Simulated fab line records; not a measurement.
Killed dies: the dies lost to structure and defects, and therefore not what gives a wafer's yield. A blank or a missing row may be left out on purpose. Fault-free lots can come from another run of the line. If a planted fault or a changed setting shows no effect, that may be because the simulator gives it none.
fab line records	flow rit_cmos
record lots=14	wafers=42	last_day=7
route steps=202 shown M1@196
lots with no fault: from the same line, run without faults
start_h: hours from the record's first day to the start of the lot's first wafer shown	wait_h: hours since the lot's step before	" unchanged from the row above	L1.1+2: one row covering several wafers at once	- no value, or no start was given	* or withheld: withheld	< > ~ a bound
route shown NAME@n: names a module that has steps shown in the file, with the first one's number in the route	usual: average and standard deviation across the fault-free wafers	same: alike in all rows	chamber/n: place in a boat	sites: the reading at each site	_std_site: standard deviation of those values	_edge_site: outer sites' mean less inner sites'	radius_mm: how far each site lies from the wafer's centre	mask NAME#n: copy n	behind: the last tool/chamber to shape the wafer	hold: cause of the lot's hold/its duration in hours/its outcome	device: which transistor (n, p or np) failed to switch	end of line: the route-end tests of the same wafers	step lacking rows: just its recipe	killed: dies that structure and defects cost at the first sort, which is not the same as the wafer's yield	map: a wafer's dies, x killed, . not, _ none there
set.NAME: the setting the step ran with; set.NAME@STEP: the setting that earlier step ran with	model.NAME: the simulator's own value behind a step, which no gauge read
steps of the route over a sample of lots; a table a step, a row a wafer
services: the hour from which a tool's chamber was out of use, counted from the record's first day as start_h (under 0 if before that day), plus the number of hours and why
## steps
# step RIT_M1_METAL_ETCH_12
# recipe stop_on=SiO2	chemistry=Cl2/BCl3	target=Al	time_s=165	over_etch_frac=0.5	pressure_mtorr=100	target_depth_a=6000	rf_w=250	Cl2_flow_sccm=60	bcl3_flow_sccm=50
# usual bcl3_flow_sccm=49.98/0.15	drypump_motor_current_A=5.5/0.48	he_backside_leak_sccm=3.35/0.23	oes_product_au=0.776/0.014	run_length_s=193.4/0.72	throttle_valve_pct=8.22/0.096
lot.wafer	tool	chamber	start_h	wait_h	bcl3_flow_sccm	drypump_motor_current_A	he_backside_leak_sccm	oes_product_au	rf_hours_counter_h	run_length_s	throttle_valve_pct
L913.1	rie_metal-04	0	54.32	0.2	50.23	5.7	3.47	0.761	37	192.7	8.21
L913.2	"	1	"	"	49.89	5.3	3.12	0.779	37	193.8	8.32
L913.5	"	0	"	"	50.07	5.8	3.46	0.764	-	192.8	8.20
L914.1	rie_metal-03	0	60.51	0.2	49.72	5.1	3.30	0.753	1	193.4	8.21
L914.3	"	0	"	"	49.92	5.1	3.47	0.753	-	193.7	8.20
L914.4	"	1	"	"	50.25	6.5	2.86	0.762	-	193.3	8.07
L915.2	rie_metal-01	1	67.99	0.2	49.87	5.1	3.39	0.804	4	193.0	8.38
L915.3	"	1	"	"	49.75	5.1	3.53	0.803	-	193.0	8.37
L915.5	"	0	"	"	49.90	5.8	3.41	0.771	-	193.1	8.14
L916.4	rie_metal-04	1	71.92	0.1	50.00	5.4	3.24	0.775	-	194.0	8.29
L916.5	"	1	"	"	49.99	5.4	3.31	0.770	-	193.7	8.32
L916.6	"	0	"	"	49.77	5.7	3.36	0.776	-	192.7	8.22
L917.3	rie_metal-03	0	75.78	0.2	50.09	5.1	3.55	0.766	-	193.3	8.21
L917.4	"	1	"	"	50.03	6.5	3.07	0.777	-	193.4	8.08
L917.5	"	0	"	"	50.02	5.1	3.45	0.765	-	193.5	8.18
L918.1	rie_metal-01	1	79.69	0.2	49.97	5.0	3.52	0.796	4	193.2	8.37
L918.3	"	1	"	"	49.97	5.1	3.46	0.795	-	192.9	8.38
L918.5	"	1	"	"	50.19	5.0	3.41	0.796	-	193.1	8.38
L919.2	rie_metal-04	1	85.17	0.2	50.13	5.3	3.22	0.775	38	193.8	8.30
L919.5	"	1	"	"	50.03	5.3	3.13	0.778	-	193.9	8.32
L919.6	"	0	"	"	50.21	5.7	3.56	0.766	-	192.9	8.20
L920.3	rie_metal-03	0	88.71	0.2	49.88	5.1	3.29	0.758	-	193.2	8.19
L920.4	"	1	"	"	50.00	6.5	3.02	0.779	-	193.3	8.07
L920.5	"	1	"	"	50.00	6.5	3.04	0.767	-	193.6	8.07
L921.1	rie_metal-01	1	95.93	0.2	50.02	5.0	3.13	0.798	4	193.1	8.37
L921.2	"	0	"	"	49.78	5.8	3.49	0.778	4	193.5	8.15
L921.5	"	0	"	"	49.96	5.8	3.56	0.774	-	193.6	8.14
L927.1	rie_metal-01	0	124.71	0.2	49.99	5.8	3.48	0.984	5	127.0	8.13
L927.3	"	1	"	"	49.96	5.1	3.43	0.798	-	193.1	8.37
L927.4	"	0	"	"	49.94	5.8	3.52	0.958	-	127.6	8.14
L928.1	rie_metal-04	0	129.30	0.2	49.82	5.7	3.45	0.775	38	192.5	8.19
L928.4	"	0	"	"	49.85	5.7	3.47	0.778	-	193.0	8.22
L928.6	"	0	"	"	49.69	5.7	3.70	0.778	-	192.6	8.18
L930.1	rie_metal-01	0	140.91	0.2	49.92	5.8	3.41	0.978	5	127.6	8.11
L930.2	"	1	"	"	50.35	5.0	3.43	0.806	5	193.0	8.36
L930.3	"	0	"	"	50.06	5.8	3.33	0.955	-	127.1	8.13
L931.1	rie_metal-03	0	144.48	0.2	49.97	5.1	3.47	0.769	2	193.6	8.20
L931.5	"	0	"	"	50.00	5.1	3.32	0.762	-	193.1	8.19
L931.6	"	0	"	"	50.13	5.1	3.42	0.756	-	193.9	8.20
L933.1	rie_metal-04	1	156.50	0.2	50.04	5.3	3.33	0.791	0	193.6	8.31
L933.2	"	0	"	"	50.05	5.7	3.38	0.771	0	193.2	8.19
L933.4	"	1	"	"	49.95	5.3	3.31	0.790	-	193.8	8.31
# step RIT_M1_CD_MEAS_90
# recipe target_cd_nm=2600
# usual cd_nm=2601.1/2.2
lot.wafer	tool	chamber	start_h	wait_h	cd_nm
L913.1	cd_sem-02	-	54.83	0.1	2599.0
L913.2	"	-	"	"	2596.7
L913.5	"	-	"	"	2599.1
L914.1	cd_sem-01	-	61.03	0.1	2603.2
L914.3	"	-	"	"	2602.6
L914.4	"	-	"	"	2601.8
L915.2	cd_sem-01	-	68.54	0.1	2602.3
L915.3	"	-	"	"	2604.2
L915.5	"	-	"	"	2606.3
L916.4	cd_sem-01	-	72.46	0.1	2602.9
L916.5	"	-	"	"	2601.7
L916.6	"	-	"	"	2600.3
L917.3	cd_sem-01	-	76.28	0.1	2601.0
L917.4	"	-	"	"	2602.2
L917.5	"	-	"	"	2601.9
L918.1	cd_sem-02	-	80.22	0.1	2603.7
L918.3	"	-	"	"	2602.9
L918.5	"	-	"	"	2603.9
L919.2	cd_sem-02	-	85.70	0.1	2599.5
L919.5	"	-	"	"	2598.4
L919.6	"	-	"	"	2603.3
L920.3	cd_sem-02	-	89.20	0.1	2601.4
L920.4	"	-	"	"	2599.9
L920.5	"	-	"	"	2601.1
L921.1	cd_sem-02	-	96.45	0.1	2599.9
L921.2	"	-	"	"	2599.1
L921.5	"	-	"	"	2604.2
L927.1	cd_sem-02	-	125.22	0.1	2609.1
L927.3	"	-	"	"	2601.7
L927.4	"	-	"	"	2610.0
L928.1	cd_sem-01	-	129.85	0.1	2599.7
L928.4	"	-	"	"	2597.8
L928.6	"	-	"	"	2598.3
L930.1	cd_sem-01	-	141.42	0.1	2612.1
L930.2	"	-	"	"	2603.2
L930.3	"	-	"	"	2609.1
L931.1	cd_sem-02	-	145.17	0.1	2601.6
L931.5	"	-	"	"	2602.0
L931.6	"	-	"	"	2599.1
L933.1	cd_sem-01	-	157.04	0.1	2599.6
L933.2	"	-	"	"	2599.5
L933.4	"	-	"	"	2597.5
# step RIT_M1_PROBE_99
# usual defect_limited_yield=97.3/1.2	killed_at_M0_to_M3=0.0/0.083	killed_at_contacts=0.0/0.2	killed_at_front_end=7/3.1	killed_dies=7/3.1	killed_on_rim=1.9/1.4	killed_open=3.5/1.9	killed_short=3.6/2.1
# same gross_dies=264	killed_at_M4_up=0	killed_at_back_side=0	killed_at_other=0
lot.wafer	tool	chamber	start_h	wait_h	defect_limited_yield[%]	killed_at_M0_to_M3	killed_at_contacts	killed_at_front_end	killed_dies	killed_on_rim	killed_open	killed_short
L913.1	prober-02	-	56.57	0.1	98.1	1	0	4	5	0	5	0
L913.2	prober-02	-	56.62	0.1	97.0	0	0	8	8	1	6	2
L913.5	prober-02	-	56.77	0.2	95.5	0	0	12	12	1	6	6
L914.1	prober-01	-	62.77	0.1	98.1	0	0	5	5	2	2	3
L914.3	prober-01	-	62.87	0.2	96.6	0	0	9	9	1	3	6
L914.4	prober-01	-	62.92	0.2	98.5	0	0	4	4	1	0	4
L915.2	prober-02	-	70.31	0.1	95.8	0	0	11	11	5	8	3
L915.3	prober-02	-	70.36	0.2	98.9	0	0	3	3	1	1	2
L915.5	prober-02	-	70.46	0.2	98.5	0	0	4	4	1	2	2
L916.4	prober-01	-	74.29	0.2	97.3	0	0	7	7	4	2	5
L916.5	prober-01	-	74.34	0.2	99.2	0	0	2	2	0	1	1
L916.6	prober-01	-	74.39	0.2	98.9	0	0	3	3	2	1	2
L917.3	prober-02	-	78.59	0.2	96.6	0	0	9	9	2	6	3
L917.4	prober-02	-	78.64	0.2	98.5	0	0	4	4	1	2	2
L917.5	prober-02	-	78.69	0.2	95.5	0	0	12	12	4	4	8
L918.1	prober-01	-	81.96	0.1	97.3	0	0	7	7	4	4	3
L918.3	prober-01	-	82.06	0.2	97.7	0	0	6	6	0	3	3
L918.5	prober-01	-	82.16	0.2	97.7	0	1	5	6	3	2	4
L919.2	prober-02	-	88.40	0.1	95.1	0	0	13	13	4	3	10
L919.5	prober-02	-	88.55	0.2	98.1	0	0	5	5	2	2	3
L919.6	prober-02	-	88.60	0.2	97.7	0	0	6	6	2	4	2
L920.3	prober-01	-	91.00	0.2	96.2	0	0	10	10	2	7	3
L920.4	prober-01	-	91.05	0.2	93.6	0	0	17	17	4	6	11
L920.5	prober-01	-	91.10	0.2	96.2	0	0	10	10	0	4	6
L921.1	prober-02	-	98.19	0.1	95.8	0	0	11	11	3	4	7
L921.2	prober-02	-	98.24	0.1	97.7	0	0	6	6	1	2	4
L921.5	prober-02	-	98.39	0.2	96.2	0	0	10	10	3	4	6
L927.1	prober-02	-	126.96	0.1	0	263	0	1	264	70	0	1
L927.3	prober-02	-	127.06	0.2	98.5	0	0	4	4	0	3	1
L927.4	prober-02	-	127.11	0.2	0	259	0	5	264	70	3	2
L928.1	prober-01	-	133.93	0.1	97.7	0	0	6	6	0	2	4
L928.4	prober-01	-	134.08	0.2	97.0	0	0	8	8	2	3	5
L928.6	prober-01	-	134.18	0.2	98.1	0	0	5	5	4	2	3
L930.1	prober-01	-	143.44	0.1	0	258	0	6	264	70	6	0
L930.2	prober-01	-	143.49	0.1	97.7	0	0	6	6	0	1	5
L930.3	prober-01	-	143.54	0.2	0	254	0	10	264	70	4	6
L931.1	prober-02	-	148.67	0.1	96.6	0	0	9	9	1	3	6
L931.5	prober-02	-	148.87	0.2	97.0	0	0	8	8	1	3	5
L931.6	prober-02	-	148.92	0.2	95.8	0	0	11	11	6	5	6
L933.1	prober-02	-	159.84	0.1	96.6	0	0	9	9	3	5	4
L933.2	prober-02	-	159.89	0.1	99.2	0	0	2	2	1	2	0
L933.4	prober-02	-	159.99	0.2	98.9	0	0	3	3	0	2	1
# killed by level:class
L913.1 GATE:geometric_particle:open=2 FOX1:geometric_particle:open=1 FOX2:geometric_particle:open=1 M1:geometric_particle:open=1
L913.2 GATE:geometric_particle:open=4 GATE:geometric_particle:short=2 SILICIDE:geometric_particle:open=2
L913.5 FOX2:geometric_particle:short=3 SPACER:geometric_particle:open=3 SPACER:geometric_particle:short=3 FOX2:geometric_particle:open=1 REOX:geometric_particle:open=1 SILICIDE:geometric_particle:open=1
L914.1 GATE:geometric_particle:open=2 FOX1:geometric_particle:short=1 FOX2:geometric_particle:short=1 GATE:geometric_particle:short=1
L914.3 GATE:geometric_particle:short=5 GATE:geometric_particle:open=2 FOX1:geometric_particle:short=1 SILICIDE:geometric_particle:open=1
L914.4 FOX1:geometric_particle:short=2 REOX:geometric_particle:short=1 SPACER:geometric_particle:short=1
L915.2 GATE:geometric_particle:open=6 GATE:geometric_particle:short=3 FOX2:geometric_particle:open=2
L915.3 FOX2:geometric_particle:short=2 FOX2:geometric_particle:open=1
L915.5 GATE:geometric_particle:short=1 GATE:geometric_particle:open=1 REOX:geometric_particle:short=1 SILICIDE:geometric_particle:open=1
L916.4 FOX1:geometric_particle:short=1 FOX2:geometric_particle:open=1 GATE:geometric_particle:open=1 GATE:geometric_particle:short=1 REOX:geometric_particle:short=1 SPACER:geometric_particle:short=1 SILICIDE:geometric_particle:short=1
L916.5 GATE:geometric_particle:open=1 GATE:geometric_particle:short=1
L916.6 FOX1:geometric_particle:short=2 SPACER:geometric_particle:open=1
L917.3 GATE:geometric_particle:open=5 GATE:geometric_particle:short=2 FOX1:geometric_particle:short=1 SILICIDE:geometric_particle:open=1
L917.4 GATE:geometric_particle:open=2 GATE:geometric_particle:short=2
L917.5 GATE:geometric_particle:short=7 FOX1:geometric_particle:open=1 GATE:geometric_particle:open=1 REOX:geometric_particle:short=1 SPACER:geometric_particle:open=1 SILICIDE:geometric_particle:open=1
L918.1 FOX1:geometric_particle:open=2 FOX1:geometric_particle:short=1 GATE:geometric_particle:open=1 SPACER:geometric_particle:short=1 SILICIDE:geometric_particle:open=1 SILICIDE:geometric_particle:short=1
L918.3 GATE:geometric_particle:open=2 FOX1:geometric_particle:open=1 FOX1:geometric_particle:short=1 REOX:geometric_particle:short=1 SILICIDE:geometric_particle:short=1
L918.5 GATE:geometric_particle:short=2 FOX1:geometric_particle:short=1 SILICIDE:geometric_particle:open=1 SILICIDE:geometric_particle:short=1 CONTACT:geometric_particle:open=1
L919.2 SPACER:geometric_particle:short=4 FOX2:geometric_particle:short=2 GATE:geometric_particle:open=2 GATE:geometric_particle:short=2 REOX:geometric_particle:short=2 SPACER:geometric_particle:open=1
L919.5 GATE:geometric_particle:short=2 GATE:geometric_particle:open=1 REOX:geometric_particle:short=1 SILICIDE:geometric_particle:open=1
L919.6 GATE:geometric_particle:open=2 FOX2:geometric_particle:open=1 GATE:geometric_particle:short=1 REOX:geometric_particle:short=1 SPACER:geometric_particle:open=1
L920.3 FOX2:geometric_particle:open=4 GATE:geometric_particle:open=2 FOX1:geometric_particle:short=1 FOX2:geometric_particle:short=1 REOX:geometric_particle:open=1 SILICIDE:geometric_particle:short=1
L920.4 GATE:geometric_particle:short=5 GATE:geometric_particle:open=2 SPACER:geometric_particle:short=2 REOX:geometric_particle:open=2 REOX:geometric_particle:short=2 FOX1:geometric_particle:short=1 SPACER:geometric_particle:open=1 SILICIDE:geometric_particle:open=1
L920.5 SILICIDE:geometric_particle:open=3 SPACER:geometric_particle:short=2 SILICIDE:geometric_particle:short=2 FOX1:geometric_particle:short=1 FOX1:geometric_particle:open=1 GATE:geometric_particle:short=1
L921.1 GATE:geometric_particle:short=3 GATE:geometric_particle:open=2 SPACER:geometric_particle:short=2 FOX1:geometric_particle:short=1 REOX:geometric_particle:short=1 REOX:geometric_particle:open=1 SPACER:geometric_particle:open=1
L921.2 GATE:geometric_particle:short=3 FOX1:geometric_particle:short=1 FOX2:geometric_particle:open=1 REOX:geometric_particle:open=1
L921.5 GATE:geometric_particle:open=2 GATE:geometric_particle:short=2 SPACER:geometric_particle:short=2 SILICIDE:geometric_particle:open=2 ACTIVE:geometric_particle:short=1 SILICIDE:geometric_particle:short=1
L927.1 M1:area_etch=263 SPACER:geometric_particle:short=1
L927.3 SILICIDE:geometric_particle:open=2 FOX1:geometric_particle:open=1 SPACER:geometric_particle:short=1
L927.4 M1:area_etch=259 GATE:geometric_particle:open=3 FOX2:geometric_particle:short=1 GATE:geometric_particle:short=1
L928.1 GATE:geometric_particle:short=3 GATE:geometric_particle:open=1 SPACER:geometric_particle:open=1 SILICIDE:geometric_particle:short=1
L928.4 GATE:geometric_particle:open=2 SILICIDE:geometric_particle:short=2 FOX2:geometric_particle:short=1 GATE:geometric_particle:short=1 SPACER:geometric_particle:short=1 SILICIDE:geometric_particle:open=1
L928.6 FOX1:geometric_particle:short=1 GATE:geometric_particle:open=1 GATE:geometric_particle:short=1 SILICIDE:geometric_particle:open=1 SILICIDE:geometric_particle:short=1
L930.1 M1:area_etch=258 GATE:geometric_particle:open=3 FOX1:geometric_particle:open=1 FOX2:geometric_particle:open=1 REOX:geometric_particle:open=1
L930.2 GATE:geometric_particle:short=2 REOX:geometric_particle:short=2 FOX1:geometric_particle:short=1 GATE:geometric_particle:open=1
L930.3 M1:area_etch=254 FOX1:geometric_particle:short=2 GATE:geometric_particle:short=2 REOX:geometric_particle:short=2 REOX:geometric_particle:open=2 FOX1:geometric_particle:open=1 GATE:geometric_particle:open=1
L931.1 GATE:geometric_particle:short=4 FOX1:geometric_particle:open=1 REOX:geometric_particle:short=1 SPACER:geometric_particle:open=1 SILICIDE:geometric_particle:short=1 SILICIDE:geometric_particle:open=1
L931.5 GATE:geometric_particle:short=2 GATE:geometric_particle:open=2 FOX1:geometric_particle:open=1 REOX:geometric_particle:short=1 SPACER:geometric_particle:short=1 SILICIDE:geometric_particle:short=1
L931.6 GATE:geometric_particle:open=2 GATE:geometric_particle:short=2 SILICIDE:geometric_particle:short=2 ACTIVE:geometric_particle:open=1 FOX1:geometric_particle:open=1 REOX:geometric_particle:short=1 REOX:geometric_particle:open=1 SPACER:geometric_particle:short=1
L933.1 GATE:geometric_particle:open=4 GATE:geometric_particle:short=3 FOX2:geometric_particle:short=1 REOX:geometric_particle:open=1
L933.2 SPACER:geometric_particle:open=1 SILICIDE:geometric_particle:open=1
L933.4 FOX1:geometric_particle:open=1 SPACER:geometric_particle:open=1 SPACER:geometric_particle:short=1
## services
tool	chamber	start_h	hours	kind
rie_metal-04	-	48.02	0.1	repair
rie_metal-04	-	136.12	20.0	pm
rie_metal-04	0	136.12	20.0	vent_cycle
rie_metal-04	1	136.12	20.0	vent_cycle
rie_metal-03	1	138.91	25.4	repair
rie_metal-04	0	156.12	-	clean
rie_metal-04	1	156.12	-	clean
## key
first_sign step=RIT_M1_METAL_ETCH_12	reading=run_length_s	direction=down	sigmas=92	usual=*	struck=*
effect step=RIT_M1_METAL_ETCH_12	reading=oes_product_au	direction=up	sigmas=14	usual=0.776	struck=0.969
effect step=RIT_M1_CD_MEAS_90	reading=cd_nm	direction=up	sigmas=4.1	usual=2601.1	struck=2610.1
effect step=RIT_M1_PROBE_99	reading=killed_at_M0_to_M3	direction=up	sigmas=99+	usual=0.0	struck=258.5
more_kills_born_at RIT_M1_METAL_ETCH_12@rie_metal-01=1034
met_at RIT_M1_METAL_ETCH_12
struck_lots L927,L930
struck_wafers L927.1,L927.4,L930.1,L930.3
later_rows_left_out L927.1,L927.4,L930.1,L930.3
onset_between 95.93 124.71
fault kind=process_parameter_drift	tool=rie_metal-01	chamber=0	onset_h=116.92	steps=RIT_M1_METAL_ETCH_12	channel=time_s	offset=*	shape=step	end_h=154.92	stated=*
# later_rows_left_out: the simulator's readings of these wafers behind a module that went badly wrong aren't trusted and aren't shown, but for the sort
